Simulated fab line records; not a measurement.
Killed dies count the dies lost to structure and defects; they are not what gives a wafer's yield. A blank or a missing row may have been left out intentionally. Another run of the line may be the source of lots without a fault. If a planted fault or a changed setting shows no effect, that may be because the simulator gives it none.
Code-filled problem report in 8D (eight disciplines) form	flow rit cmos	the parts of the form that need people (team, actions taken, sign-off) are left out

== 1. THE ISSUE ==
tilt deg at RIT_PRETRO_IMPLANT_08 reads a mean of 5.255 degrees on 6 wafers of 2 lots; wafers without a fault read 7.003 degrees with a standard deviation of 0.021. That puts it -83 standard deviations away from the usual mean.
Earliest sighting: wafer L252.2 on implanter-03 at day 5 00:02. The record has a number at this step for 18 wafers belonging to 6 lots. The rule behind "out" and "out of limits": a value lying over 4 standard deviations away from the usual mean. All remaining wafers that have a number are taken as sound.

== 2. WHAT IT IS AND WHAT IT IS NOT ==
question	is	is not
which readings at this step	tilt deg	beam energy keV
which lots	L252, L259	L249, L250, L254, L262
which wafers of those lots	all that have a number	-
read on which tools	implanter-03	implanter-02
when	from day 5 00:02	up to then (6 sound wafers); but 6 sound wafers of L254, L262 came after

== 3. SUSPECTS, AND WHAT RULES EACH OUT ==
Counting: a tool at a process step up to the reading stays a suspect if it ran every lot that is out and no sound lot after the first of them.
- implanter-03 at RIT_PRETRO_IMPLANT_08: kept. Every lot that is out went through it, starting with L252 (day 5 00:02), and after that it ran no sound lot; the last sound lot it ran before then is L250 (day 4 17:49). Its own tilt deg readings are out on those wafers.
Remaining after the count: implanter-03 at RIT_PRETRO_IMPLANT_08.

== 4. THE CAUSE (what the simulator had put in) ==
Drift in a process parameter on implanter-03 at RIT_PRETRO_IMPLANT_08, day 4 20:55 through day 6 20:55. A move of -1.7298 in setting tilt deg, from 7. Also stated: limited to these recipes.
Counting left only this tool.

== 5. SEQUENCE OF EFFECTS, ordered by route ==
Each row: a reading whose mean over the struck wafers that have a number lies more than 3 standard deviations from the usual. Only readings whose record carries a usual standard deviation are examined. hours: median over the lots of the time between each lot's start at the first step of this table that gives one and its start at this step. sigmas: the change, counted in usual standard deviations.
hours	step	reading	usual	on struck wafers	change	sigmas
0	RIT_PRETRO_IMPLANT_08	tilt deg	7.003 degrees	5.255	-1.748	-83
The process steps in it:
- RIT_PRETRO_IMPLANT_08

== 6. WHAT WOULD HAVE CAUGHT IT SOONER ==
3 hours passed between the start of the fault at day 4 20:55 and the first reading out of limits in this record, taken at day 5 00:02.
